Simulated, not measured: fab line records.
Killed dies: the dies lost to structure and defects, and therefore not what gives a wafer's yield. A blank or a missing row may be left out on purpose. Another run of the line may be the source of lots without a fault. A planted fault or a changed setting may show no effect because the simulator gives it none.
A sampling plan put to the test :: flow rit-cmos :: 15 faults told of in these records, all on one fab line, each judged by the records of the lots it struck
The plan is the line's own looks: the steps of the route at which a gauge or an inspection reads the wafer and doesn't change it. A look can be judged if struck wafers have a number there and the file gives its usual mean and standard deviation on fault-free wafers. Caught: at a look after the fault's first step, the mean of the struck wafers lies 4 or more of those standard deviations (sigma) from the usual mean. On the tool: the test repeated on the tool's own readings taken at the fault's steps. Caught also covers a different recipe on the struck wafers, or a record left blank for those wafers only.

THE FAULTS, as the simulator had put them in
1. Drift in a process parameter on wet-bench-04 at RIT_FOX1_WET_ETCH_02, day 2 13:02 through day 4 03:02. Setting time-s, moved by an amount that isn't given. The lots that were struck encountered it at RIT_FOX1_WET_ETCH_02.
2. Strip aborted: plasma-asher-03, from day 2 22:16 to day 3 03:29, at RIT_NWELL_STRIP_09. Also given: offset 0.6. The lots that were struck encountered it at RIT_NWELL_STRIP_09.
3. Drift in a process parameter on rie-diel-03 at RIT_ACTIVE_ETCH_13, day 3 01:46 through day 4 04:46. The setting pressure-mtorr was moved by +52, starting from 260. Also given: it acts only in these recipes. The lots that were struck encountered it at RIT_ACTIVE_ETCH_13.
4. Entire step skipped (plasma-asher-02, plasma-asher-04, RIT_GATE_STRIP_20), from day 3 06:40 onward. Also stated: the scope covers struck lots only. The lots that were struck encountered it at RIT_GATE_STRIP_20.
5. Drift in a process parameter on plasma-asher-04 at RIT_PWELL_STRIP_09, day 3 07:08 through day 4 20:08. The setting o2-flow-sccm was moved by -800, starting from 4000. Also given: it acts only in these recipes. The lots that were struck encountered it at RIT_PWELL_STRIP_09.
6. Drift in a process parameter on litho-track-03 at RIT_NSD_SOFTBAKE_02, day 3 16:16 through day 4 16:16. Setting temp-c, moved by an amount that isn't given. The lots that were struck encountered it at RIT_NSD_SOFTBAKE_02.
7. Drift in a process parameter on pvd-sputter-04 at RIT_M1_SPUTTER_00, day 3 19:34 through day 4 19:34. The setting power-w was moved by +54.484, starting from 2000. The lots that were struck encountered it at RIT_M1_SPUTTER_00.
8. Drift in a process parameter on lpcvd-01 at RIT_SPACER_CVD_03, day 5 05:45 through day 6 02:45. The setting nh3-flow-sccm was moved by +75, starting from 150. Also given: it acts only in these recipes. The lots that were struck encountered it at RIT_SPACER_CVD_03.
9. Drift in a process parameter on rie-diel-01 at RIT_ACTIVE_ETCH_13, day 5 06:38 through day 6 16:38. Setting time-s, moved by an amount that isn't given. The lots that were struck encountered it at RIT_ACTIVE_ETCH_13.
10. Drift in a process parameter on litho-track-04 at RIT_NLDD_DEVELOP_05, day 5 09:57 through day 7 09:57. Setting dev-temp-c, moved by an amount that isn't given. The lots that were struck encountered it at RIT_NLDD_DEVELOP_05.
11. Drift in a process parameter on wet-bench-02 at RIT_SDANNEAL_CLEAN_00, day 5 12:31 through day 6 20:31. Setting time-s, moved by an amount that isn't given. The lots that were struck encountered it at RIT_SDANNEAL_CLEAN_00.
12. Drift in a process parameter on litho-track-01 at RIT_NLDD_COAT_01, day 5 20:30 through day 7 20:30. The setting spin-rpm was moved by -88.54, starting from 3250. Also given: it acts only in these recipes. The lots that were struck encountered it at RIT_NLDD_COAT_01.
13. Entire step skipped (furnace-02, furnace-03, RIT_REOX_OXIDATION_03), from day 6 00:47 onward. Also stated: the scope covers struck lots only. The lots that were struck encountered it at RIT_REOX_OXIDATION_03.
14. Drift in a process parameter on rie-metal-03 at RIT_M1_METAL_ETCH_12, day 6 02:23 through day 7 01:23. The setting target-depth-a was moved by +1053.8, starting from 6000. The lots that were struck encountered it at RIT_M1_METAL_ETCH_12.
15. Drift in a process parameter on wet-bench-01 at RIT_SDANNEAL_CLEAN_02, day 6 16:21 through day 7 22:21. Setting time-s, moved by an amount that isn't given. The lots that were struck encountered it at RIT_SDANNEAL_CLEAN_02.

WHAT THE PLAN SAW
fault: 1
on the tool itself: run-length-s -8.8 sigma
first look that catches it: no look after it can be judged
reading, sigma: -
median hours from its first step to that look: -
hours from the fault's start to the first struck lot there: -
judged looks passed uncaught: 0

fault: 2
on the tool itself: run-length-s -99 or beyond sigma
first look that catches it: not the one look that can be judged after it
reading, sigma: -
median hours from its first step to that look: -
hours from the fault's start to the first struck lot there: -
judged looks passed uncaught: 1

fault: 3
on the tool itself: chamber-pressure-mTorr +99 or beyond sigma
first look that catches it: no look after it can be judged
reading, sigma: -
median hours from its first step to that look: -
hours from the fault's start to the first struck lot there: -
judged looks passed uncaught: 0

fault: 4
on the tool itself: the tool's record is blank for the struck wafers
first look that catches it: no look after it can be judged
reading, sigma: -
median hours from its first step to that look: -
hours from the fault's start to the first struck lot there: -
judged looks passed uncaught: 0

fault: 5
on the tool itself: o2-flow-sccm -73 sigma
first look that catches it: no look after it can be judged
reading, sigma: -
median hours from its first step to that look: -
hours from the fault's start to the first struck lot there: -
judged looks passed uncaught: 0

fault: 6
on the tool itself: heater-power-total-W -24 sigma
first look that catches it: no look after it can be judged
reading, sigma: -
median hours from its first step to that look: -
hours from the fault's start to the first struck lot there: -
judged looks passed uncaught: 0

fault: 7
on the tool itself: cathode-dc-power-W +99 or beyond sigma
first look that catches it: no look after it can be judged
reading, sigma: -
median hours from its first step to that look: -
hours from the fault's start to the first struck lot there: -
judged looks passed uncaught: 0

fault: 8
on the tool itself: nh3-flow-sccm +99 or beyond sigma
first look that catches it: RIT_SPACER_THK_MEAS_04
reading, sigma: SPACER_NITRIDE_THK +38
median hours from its first step to that look: 1.9
hours from the fault's start to the first struck lot there: 5
judged looks passed uncaught: 0

fault: 9
on the tool itself: run-length-s +15 sigma
first look that catches it: not the one look that can be judged after it
reading, sigma: -
median hours from its first step to that look: -
hours from the fault's start to the first struck lot there: -
judged looks passed uncaught: 1

fault: 10
on the tool itself: developer-temp-C +23 sigma
first look that catches it: no look after it can be judged
reading, sigma: -
median hours from its first step to that look: -
hours from the fault's start to the first struck lot there: -
judged looks passed uncaught: 0

fault: 11
on the tool itself: run-length-s -24 sigma
first look that catches it: no look after it can be judged
reading, sigma: -
median hours from its first step to that look: -
hours from the fault's start to the first struck lot there: -
judged looks passed uncaught: 0

fault: 12
on the tool itself: spin-speed-rpm -41 sigma
first look that catches it: no look after it can be judged
reading, sigma: -
median hours from its first step to that look: -
hours from the fault's start to the first struck lot there: -
judged looks passed uncaught: 0

fault: 13
on the tool itself: the tool's record is blank for the struck wafers
first look that catches it: no look after it can be judged
reading, sigma: -
median hours from its first step to that look: -
hours from the fault's start to the first struck lot there: -
judged looks passed uncaught: 0

fault: 14
on the tool itself: oes-product-au -4.4 sigma
first look that catches it: no look after it can be judged
reading, sigma: -
median hours from its first step to that look: -
hours from the fault's start to the first struck lot there: -
judged looks passed uncaught: 0

fault: 15
on the tool itself: run-length-s -20 sigma
first look that catches it: not the one look that can be judged after it
reading, sigma: -
median hours from its first step to that look: -
hours from the fault's start to the first struck lot there: -
judged looks passed uncaught: 1
A dash: the fault isn't caught, or these records don't give the number.

Caught at a look: 1 of 15. Caught on the tool: 15 of 15. By one or the other: 15 of 15.
Faults caught by the tool alone: 1, 2, 3, 4, 5, 6, 7, 9, 10, 11, 12, 13, 14, 15.

THINNER SAMPLING
If the look that catches a fault measured only every second or every third lot, by lot number, the first struck lot would be measured this late in the worst case:
fault: 8
struck lots at that look, in order of time: L696, L698, L699
every lot: 5 h
every second lot: 18 h
every third lot: may miss all 3
Hours: fault start to first struck lot measured. The limit of 4 sigma was tested on all struck wafers together, so one lot alone may lie under it. Other struck lots may not be in these records.

THE LONGEST TIMED WAY FROM STEP TO LOOK
For fault 8, RIT_SPACER_CVD_03 and RIT_SPACER_THK_MEAS_04 are separated by a median of 1.9 hours. No look between them can be judged.
